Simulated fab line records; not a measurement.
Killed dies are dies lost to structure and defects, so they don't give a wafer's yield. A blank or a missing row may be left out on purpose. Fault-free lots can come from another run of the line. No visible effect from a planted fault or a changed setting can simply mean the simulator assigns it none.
Which tool was responsible? || flow rit_cmos || 14 lots, 42 wafers sampled, at 2 steps of a route of 202

WHAT THE GAUGES SHOWED, per wafer
The record holds no reading of a measuring or inspecting step that can be judged against a usual standard deviation.

EACH LOT AND THE TOOL THAT RAN IT (in order: tool; ch and the chambers of the sampled wafers; start)
{"lot": "L637", "RIT_WELLDRIVE_ANNEAL_00": "furnace-03 ch 0, day 2 09:47", "RIT_M1_PROBE_99": "-"}
{"lot": "L639", "RIT_WELLDRIVE_ANNEAL_00": "furnace-03 ch 0, day 2 16:25", "RIT_M1_PROBE_99": "prober-01, day 4 03:37"}
{"lot": "L640", "RIT_WELLDRIVE_ANNEAL_00": "furnace-03 ch 0, day 3 00:01", "RIT_M1_PROBE_99": "-"}
{"lot": "L641", "RIT_WELLDRIVE_ANNEAL_00": "furnace-03 ch 0, day 3 05:05", "RIT_M1_PROBE_99": "-"}
{"lot": "L642", "RIT_WELLDRIVE_ANNEAL_00": "furnace-01 ch 0, day 3 07:05", "RIT_M1_PROBE_99": "-"}
{"lot": "L643", "RIT_WELLDRIVE_ANNEAL_00": "furnace-01 ch 0, day 3 12:11", "RIT_M1_PROBE_99": "-"}
{"lot": "L644", "RIT_WELLDRIVE_ANNEAL_00": "furnace-03 ch 0, day 3 19:03", "RIT_M1_PROBE_99": "-"}
{"lot": "L645", "RIT_WELLDRIVE_ANNEAL_00": "furnace-03 ch 0, day 4 02:04", "RIT_M1_PROBE_99": "-"}
{"lot": "L647", "RIT_WELLDRIVE_ANNEAL_00": "furnace-03 ch 0, day 4 10:54", "RIT_M1_PROBE_99": "-"}
{"lot": "L648", "RIT_WELLDRIVE_ANNEAL_00": "furnace-01 ch 0, day 4 15:47 and furnace-04 ch 0, day 4 21:13", "RIT_M1_PROBE_99": "prober-02, day 6 21:25"}
{"lot": "L649", "RIT_WELLDRIVE_ANNEAL_00": "furnace-03 ch 0, day 4 16:22", "RIT_M1_PROBE_99": "-"}
{"lot": "L650", "RIT_WELLDRIVE_ANNEAL_00": "furnace-03 ch 0, day 4 23:59", "RIT_M1_PROBE_99": "prober-02, day 7 03:50"}
{"lot": "L651", "RIT_WELLDRIVE_ANNEAL_00": "furnace-03 ch 0, day 5 05:19", "RIT_M1_PROBE_99": "-"}
{"lot": "L654", "RIT_WELLDRIVE_ANNEAL_00": "furnace-01 ch 0, day 6 02:47", "RIT_M1_PROBE_99": "-"}
- RIT_WELLDRIVE_ANNEAL_00: time 14700 s.
- RIT_M1_PROBE_99

WHAT THE TOOLS THEMSELVES READ (means of the sampled wafers that have a number; where no wafer has one, the mark that the record gives instead)
RIT_WELLDRIVE_ANNEAL_00. Usual: tube_center_temp_C reads 1100 C (standard deviation 0.1).
{"lot": "L637", "tool": "furnace-03", "tube_center_temp_C (C)": 1100, "flag": ""}
{"lot": "L639", "tool": "furnace-03", "tube_center_temp_C (C)": 1100, "flag": ""}
{"lot": "L640", "tool": "furnace-03", "tube_center_temp_C (C)": 1100, "flag": ""}
{"lot": "L641", "tool": "furnace-03", "tube_center_temp_C (C)": 1100, "flag": ""}
{"lot": "L642", "tool": "furnace-01", "tube_center_temp_C (C)": 1100, "flag": ""}
{"lot": "L643", "tool": "furnace-01", "tube_center_temp_C (C)": 1100, "flag": ""}
{"lot": "L644", "tool": "furnace-03", "tube_center_temp_C (C)": 1100, "flag": ""}
{"lot": "L645", "tool": "furnace-03", "tube_center_temp_C (C)": 1100, "flag": ""}
{"lot": "L647", "tool": "furnace-03", "tube_center_temp_C (C)": 1100, "flag": ""}
{"lot": "L648", "tool": "furnace-01/furnace-04", "tube_center_temp_C (C)": 1100, "flag": ""}
{"lot": "L649", "tool": "furnace-03", "tube_center_temp_C (C)": 1100, "flag": ""}
{"lot": "L650", "tool": "furnace-03", "tube_center_temp_C (C)": 1100, "flag": ""}
{"lot": "L651", "tool": "furnace-03", "tube_center_temp_C (C)": 1100, "flag": ""}
{"lot": "L654", "tool": "furnace-01", "tube_center_temp_C (C)": 1100, "flag": ""}

RIT_M1_PROBE_99. Usual: killed_at_contacts 0.0, standard deviation 0.2; killed_at_front_end 7.0, standard deviation 2.8; killed_dies 7.0, standard deviation 2.8; killed_open 3.4, standard deviation 1.9; killed_short 3.6, standard deviation 2.
{"lot": "L639", "tool": "prober-01", "killed_at_contacts": 0.0, "killed_at_front_end": 7.7, "killed_dies": 7.7, "killed_open": 4.0, "killed_short": 3.7, "flag": ""}
{"lot": "L648", "tool": "prober-02", "killed_at_contacts": 0.0, "killed_at_front_end": 8.3, "killed_dies": 8.3, "killed_open": 3.7, "killed_short": 4.7, "flag": ""}
{"lot": "L650", "tool": "prober-02", "killed_at_contacts": 0.3, "killed_at_front_end": 8.3, "killed_dies": 8.7, "killed_open": 3.7, "killed_short": 5.0, "flag": ""}

THE ANSWER, worked out from the rows above alone
Rule: a lot is off if the mean of its wafers that have a number lies more than 3 standard deviations from the usual mean. Also off: a lot with no number at a reading for which 4 or more lots have one. All remaining lots with rows at the step are treated as sound. Order of review: gauges by route order, followed by the tools' own readings, for which a lot's mean as printed above is used. The first step at which some lot is off is used, and at that step the reading that is off furthest; a lot without a number counts as furthest.
No lot is off at any reading shown: from this, nothing can be told.

WHAT THE SIMULATOR HAD PUT IN
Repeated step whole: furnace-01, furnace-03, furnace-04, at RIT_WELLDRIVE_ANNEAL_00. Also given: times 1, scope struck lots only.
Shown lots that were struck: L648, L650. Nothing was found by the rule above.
